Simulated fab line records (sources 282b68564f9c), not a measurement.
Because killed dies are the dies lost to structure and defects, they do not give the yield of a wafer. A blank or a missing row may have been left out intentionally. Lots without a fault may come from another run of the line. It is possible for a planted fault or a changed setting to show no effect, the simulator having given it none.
Comparing a struck lot with a sound one ; flow ritCmos ; 15 steps out of a route of 202
Sound: the wafers L884.1, L884.4, L884.5. Struck: wafers L887.1, L887.3, L887.6. The cause is given at the end.
Order at every step that has rows: each side's tool, ch and its chambers, its first start. Under that, the readings that differ: sound wafers ; struck wafers ; difference of the means ; sigmas: that difference in standard deviations of wafers without a fault.
alike: words and numbers the same on both sides, and readings whose means are apart by under 2 such deviations; not compared: readings that were withheld, readings missing a value for some wafer, numbers with overlapping values and no deviation given by the record, and bounds like >300 which may hide the same value.
A row with sigmas, a row that says differs or no value, or rows on one side alone: a step with any of these is where the two part. Non-overlapping numbers with no deviation appear without sigmas and do not part them. A reading that every wafer of one side lacks parts them only if that side has two wafers or more.

first, 4 steps without rows for these wafers: RIT_PLDD_SOFTBAKE_02 (time 60 s); RIT_PLDD_EXPOSE_03 (exposes mask M8, target cd 40900 nm); RIT_PLDD_PEB_04; RIT_PLDD_DEVELOP_05 (develop time 50 s).
RIT_PLDD_OVL_MEAS_06:
  sound on overlay-01, day 4 01:46; struck on overlay-02, day 4 17:17
  alike: PLDD_OVL
then, 2 steps without rows for these wafers: RIT_PLDD_HARDBAKE_07 (time 60 s); RIT_PLDD_IMPLANT_08.
RIT_PLDD_STRIP_09: strips in O2, time 180 s.
  sound on plasmaAsher-03 ch 0,1, day 4 02:05; struck on plasmaAsher-03 ch 0,1, day 4 17:37
  alike: drypumpMotorCurrentA
  not compared: rfHoursCounterH
RIT_PLDD_TW_MEAS_10:
  sound on filmMetro-02, day 4 02:16; struck on filmMetro-04, day 4 17:47
  alike: PLDD_TW
then, 3 steps without rows for these wafers: RIT_SPACER_CLEAN_00 (cleans in SC1, time 600 s); RIT_SPACER_CLEAN_01 (cleans in dHF, time 30 s); RIT_SPACER_CLEAN_02 (cleans in SC2, time 600 s).
RIT_SPACER_CVD_03: deposits Si3N4 from SiH2Cl2/NH3, target thk 250 nm, time 3300 s.
  sound on lpcvd-02 ch 0, day 4 02:50; struck on lpcvd-02 ch 1, day 4 18:13
reading;sound;struck;difference;sigmas
spikeTcCentreC (C);813.6 812.7 813.5;846.7 848.5 848.0;+34.5;+25
spikeTcLoadC (C);835.2 834.0 834.7;869.4 867.9 867.5;+33.6;+13
spikeTcSourceC (C);828.3 828.6 828.2;868.7 868.2 868.1;+40.0;+15
susceptorTempC (C);810.0 809.9 809.5;846.5 846.9 846.9;+37.0;+99 or more
zonePowerLoadPct (%);20.7 20.9 20.4;24.1 24.0 24.0;+3.4;+5
zonePowerSourcePct (%);18.7 18.7 18.5;24.0 23.9 23.7;+5.2;+5
model.Si3N4_of_SPACER_CVD_03.thkNm (nm);248.4 250.8 248.8;424.8 425.3 422.2;+174.8;
RIT_SPACER_THK_MEAS_04:
  sound on filmMetro-03, day 4 04:45; struck on filmMetro-04, day 4 20:08
reading;sound;struck;difference;sigmas
SPACER_NITRIDE_THK (nm);248.4 250.9 248.7;424.7 425.7 422.1;+174.8;+87
RIT_SPACER_ETCHBACK_05: etches Si3N4 in SF6/CHF3, stops on SiO2, target depth 250 nm, time 240 s.
  sound on rieDiel-01 ch 0,1,2, day 4 04:49; struck on rieDiel-01 ch 0,3, day 4 20:12
reading;sound;struck;difference;sigmas
oesProductAu (a.u.);0.840 0.872 0.844;1.014 1.047 1.030;+0.178;+13
model.Si3N4_of_SPACER_CVD_03.thkNm (nm);194.1 196.8 194.8;331.3 331.4 330.4;+135.8;
model.etch.depthNm (nm);248.4 250.8 248.8;318.2 319.2 314.2;+67.9;
  alike: drypumpMotorCurrentA, throttleValvePct
  not compared: rfHoursCounterH

== WHERE THEY PART ==
At RIT_SPACER_CVD_03 first; at RIT_SPACER_ETCHBACK_05 last (within this record only).

WHY: whatever the simulator had introduced
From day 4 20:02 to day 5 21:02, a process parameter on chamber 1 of lpcvd-02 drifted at RIT_SPACER_CVD_03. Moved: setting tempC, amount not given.
